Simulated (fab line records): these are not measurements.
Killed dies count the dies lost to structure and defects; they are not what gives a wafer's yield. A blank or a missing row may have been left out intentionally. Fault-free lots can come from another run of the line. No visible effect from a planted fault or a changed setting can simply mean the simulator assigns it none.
Comparing a struck lot with a sound one + flow berkeley_cmos170 + 15 steps out of a route of 331
Sound: the wafers L697.1, L697.4, L697.6. The struck wafers were L702.2, L702.4, L702.6. Last of all comes the cause.
Order at every step that has rows: each side's tool, ch and its chambers, its first start. Under that, the readings that differ: sound wafers + struck wafers + difference of the means + sigmas: that difference in standard deviations of wafers without a fault.
alike: readings whose means differ by less than 2 such deviations, and words and numbers that are the same on both sides. not compared: withheld readings, readings that some wafer has no value for, bounds like >300 that may hide the same value, and numbers for which the record gives no deviation and whose values overlap.
The two part at a step that has a row with sigmas, a row that says differs or no value, or rows on one side only. Numbers that have no deviation but don't overlap get no sigmas and don't part them. A reading that every wafer of one side lacks parts them only if that side has two wafers or more.

UCB170_ACTIVE_OVL_MEAS_14:
  struck on overlay-02, day 6 10:22; sound on overlay-01, day 5 09:02
  alike: ACTIVE_OVL
UCB170_ACTIVE_ETCH_15: etches Si3N4 in CH3F/Ar/O2, stops on SiO2, target depth 242 nm, time 151 s.
  sound on rie_diel-04 ch 1,2, day 5 09:04; struck on rie_diel-03 ch 2,3, day 6 10:23
| reading               | sound             | struck            | difference | sigmas |
|-----------------------|-------------------|-------------------|------------|--------|
| oes_product_au (a.u.) | 0.933 0.910 0.900 | 0.939 0.970 0.956 | +0.041     | +3     |
  alike: chamber_pressure_mTorr, drypump_motor_current_A, throttle_valve_pct
  not compared: rf_hours_counter_h
UCB170_ACTIVE_STRIP_16: strips in O2.
  sound on plasma_asher-01 ch 0,1, day 5 09:10; struck on plasma_asher-01 ch 0,1, day 6 10:29
  alike: chamber_pressure_mTorr, drypump_motor_current_A, oes_product_au, strip_time_to_endpoint_s
  not compared: rf_hours_counter_h
UCB170_ACTIVE_CD_MEAS_90 targets a cd of 1200 nm.
  struck on cd_sem-02, day 6 10:37; sound on cd_sem-02, day 5 09:16
  alike: cd_nm
then, 7 steps without rows for these wafers: UCB170_ACTIVE_CLEAN_17 (cleans in SPM, time 600 s); UCB170_PFIELD_HMDS_00 (prime time 60 s); UCB170_PFIELD_COAT_01 (resist thk 900 nm); UCB170_PFIELD_SOFTBAKE_02 (time 60 s); UCB170_PFIELD_EXPOSE_03 (exposes mask PFIELD, target cd 1500 nm); UCB170_PFIELD_PEB_04; UCB170_PFIELD_DEVELOP_05 (develop time 45 s).
UCB170_PFIELD_OVL_MEAS_06:
  struck on overlay-02, day 6 12:50; sound on overlay-02, day 5 12:39
  alike: PFIELD_OVL
UCB170_PFIELD_IMPLANT_07:
  sound on implanter-02 ch 0, day 5 12:41; struck on implanter-02 ch 0, day 6 12:53
| reading                   | sound                | struck               | difference | sigmas      |
|---------------------------|----------------------|----------------------|------------|-------------|
| beam_energy_keV           | 79.983 79.949 79.964 | 84.927 84.972 84.926 | +4.976     | +99 or more |
| model.implant.rp_nm (nm)  | 266.7 266.7 266.7    | 266.8 266.8 266.8    | +0.1       |             |
| model.implant.drp_nm (nm) | 74.86 74.86 74.86    | 76.97 76.97 76.97    | +2.11      |             |
  alike: end_station_pressure_torr
UCB170_PFIELD_STRIP_08: strips in O2.
  sound on plasma_asher-02 ch 0,1, day 5 12:50; struck on plasma_asher-04 ch 0,1, day 6 13:01
| reading               | sound             | struck            | difference | sigmas |
|-----------------------|-------------------|-------------------|------------|--------|
| oes_product_au (a.u.) | 0.739 0.742 0.743 | 0.731 0.735 0.729 | -0.010     | -2     |
  alike: chamber_pressure_mTorr, drypump_motor_current_A, strip_time_to_endpoint_s
  not compared: rf_hours_counter_h
UCB170_M3_PROBE_99:
  rows exist in the record for the sound wafers here (prober-01, day 9 06:49), none for the struck ones

## WHERE THEY PART
At UCB170_ACTIVE_ETCH_15 first; at UCB170_M3_PROBE_99 last (within this record only).

WHY: whatever the simulator had introduced
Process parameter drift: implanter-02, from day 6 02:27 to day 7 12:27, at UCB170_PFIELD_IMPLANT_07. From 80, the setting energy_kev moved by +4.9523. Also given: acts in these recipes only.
